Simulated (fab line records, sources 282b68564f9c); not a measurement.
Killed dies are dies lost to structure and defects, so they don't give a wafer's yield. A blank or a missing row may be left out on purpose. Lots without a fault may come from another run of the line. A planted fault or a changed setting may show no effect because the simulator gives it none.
A struck lot beside a sound one | flow rit_cmos | 33 steps out of a route of 202
Sound: wafers L864.4, L864.5, L864.6. Struck: wafers L867.1, L867.3, L867.5. The cause comes at the end.
At each step with rows: each side's tool, then ch and its chambers, then its first start. Under that, the readings that differ: sound wafers | struck wafers | difference of the means | sigmas: that difference in standard deviations of wafers without a fault.
alike: readings whose means differ by less than 2 such deviations, and words and numbers that are the same on both sides. not compared: withheld readings, readings that some wafer has no value for, bounds like >300 that may hide the same value, and numbers for which the record gives no deviation and whose values overlap.
The two part at a step that has a row with sigmas, a row that says differs or no value, or rows on one side only. Numbers that don't overlap but have no deviation are shown without sigmas and don't part them. A reading that every wafer of one side lacks parts them only if that side has two wafers or more.

RIT_ACTIVE_BOW_MEAS_00:
  sound on film_metro-03, day 1 20:04; struck on film_metro-03, day 2 11:00
  alike: INCOMING_BOW
RIT_ACTIVE_OXIDATION_01: target thk 46.8 nm, ox time 3360 s.
  sound on furnace-04 ch 0, day 1 23:16; struck on furnace-04 ch 0, day 2 14:23
  reading                                       | sound             | struck            | difference | sigmas
  model.SiO2_of_ACTIVE_OXIDATION_01.thk_nm (nm) | 46.68 45.63 45.72 | 27.27 27.53 27.99 | -18.41     |
  alike: ox_temp_c, tube_center_temp_C_max, zone_power_source_pct
RIT_ACTIVE_THK_MEAS_02:
  sound on film_metro-03, day 2 01:14; struck on film_metro-02, day 2 16:19
  reading               | sound          | struck         | difference | sigmas
  ACTIVE_OXIDE_THK (nm) | 46.6 45.6 45.7 | 27.3 27.5 28.0 | -18.4      | -22
then, 1 step without rows for these wafers: RIT_ACTIVE_CVD_03 (deposits Si3N4 from SiH2Cl2/NH3, target thk 150 nm, time 1500 s).
RIT_ACTIVE_THK_MEAS_04:
  sound on film_metro-02, day 2 02:43; struck on film_metro-03, day 2 17:47
  alike: ACTIVE_NITRIDE_THK
then, 6 steps without rows for these wafers: RIT_ACTIVE_HMDS_05 (prime time 60 s); RIT_ACTIVE_COAT_06 (resist thk 1000 nm); RIT_ACTIVE_SOFTBAKE_07 (time 60 s); RIT_ACTIVE_EXPOSE_08 (exposes mask M1, target cd 1400 nm); RIT_ACTIVE_PEB_09; RIT_ACTIVE_DEVELOP_10 (develop time 50 s).
RIT_ACTIVE_CD_MEAS_11: target cd 1400 nm.
  sound on cd_sem-01, day 2 03:47; struck on cd_sem-02, day 2 18:42
  alike: cd_nm
then, 1 step without rows for these wafers: RIT_ACTIVE_HARDBAKE_12 (time 60 s).
RIT_ACTIVE_ETCH_13: etches Si3N4 in SF6, stops on SiO2, time 210 s, target depth 210 nm.
  sound on rie_diel-01 ch 1,2,3, day 2 03:59; struck on rie_diel-02 ch 0,1,2, day 2 18:58
  alike: SF6_flow_sccm, drypump_motor_current_A, oes_product_au, throttle_valve_pct
  not compared: rf_hours_counter_h
RIT_ACTIVE_STRIP_14: strips in O2, time 180 s.
  sound on plasma_asher-04 ch 0,1, day 2 04:11; struck on plasma_asher-03 ch 0, day 2 19:06
  alike: drypump_motor_current_A, o2_flow_sccm
  not compared: rf_hours_counter_h
RIT_ACTIVE_CD_MEAS_90: target cd 1400 nm.
  sound on cd_sem-02, day 2 04:28; struck on cd_sem-01, day 2 19:17
  alike: cd_nm
then, 4 steps without rows for these wafers: RIT_ACTIVE_CLEAN_15 (cleans in SC1, time 575.9 s); RIT_ACTIVE_CLEAN_16 (cleans in dHF, time 30 s); RIT_ACTIVE_CLEAN_17 (cleans in SC2, time 600 s); RIT_FOX1_OXIDATION_00 (target thk 350.7 nm, ox time 1130 s).
RIT_FOX1_THK_MEAS_01:
  sound on film_metro-02, day 2 06:58; struck on film_metro-03, day 2 21:05
  alike: FOX1_OXIDE_THK
then, 2 steps without rows for these wafers: RIT_FOX1_WET_ETCH_02 (etches SiO2 in BOE, target depth 350 nm, time 390 s); RIT_FOX2_OXIDATION_00 (target thk 350.7 nm, ox time 1130 s).
RIT_FOX2_THK_MEAS_01:
  sound on film_metro-03, day 2 08:28; struck on film_metro-01, day 2 22:34
  alike: FOX2_OXIDE_THK
then, 1 step without rows for these wafers: RIT_FOX2_CLEAN_02 (cleans in dHF, time 180 s).
RIT_FOX2_WET_ETCH_03: etches Si3N4 in H3PO4, target depth 195 nm, time 2700 s.
  sound on wet_bench-04 ch 3, day 2 08:34; struck on wet_bench-02 ch 2, day 2 22:41
  reading                                       | sound             | struck            | difference | sigmas
  model.SiO2_of_ACTIVE_OXIDATION_01.thk_nm (nm) | 41.53 40.58 40.39 | 23.13 23.36 24.83 | -17.06     |
  alike: bath_guard_temp_C
RIT_FOX2_THK_MEAS_90:
  sound on film_metro-03, day 2 09:21; struck on film_metro-03, day 2 23:27
  alike: FIELD_OXIDE_LEFT_1_THK
then, 4 steps without rows for these wafers: RIT_NWELL_HMDS_00 (prime time 60 s); RIT_NWELL_COAT_01 (resist thk 1300 nm); RIT_NWELL_SOFTBAKE_02 (time 60 s); RIT_NWELL_EXPOSE_03 (exposes mask M2, target cd 43900 nm).
RIT_GATE_ETCH_19: etches poly-Si in SF6/CHF3/O2, stops on SiO2, time 165 s, target depth 312.5 nm.
  sound on rie_si-01 ch 0,1,2, day 3 03:57; struck on rie_si-01 ch 0,1,3, day 3 19:25
  alike: SF6_flow_sccm, drypump_motor_current_A, oes_product_au, throttle_valve_pct
  not compared: rf_hours_counter_h, model.GATE.cd_nm
RIT_M1_PROBE_99:
  the record has rows for the struck wafers here (prober-01, day 4 16:06) and none for the sound ones

WHERE THEY PART
First at RIT_ACTIVE_THK_MEAS_02; last, within this record, at RIT_M1_PROBE_99.

WHY: what the simulator had put in
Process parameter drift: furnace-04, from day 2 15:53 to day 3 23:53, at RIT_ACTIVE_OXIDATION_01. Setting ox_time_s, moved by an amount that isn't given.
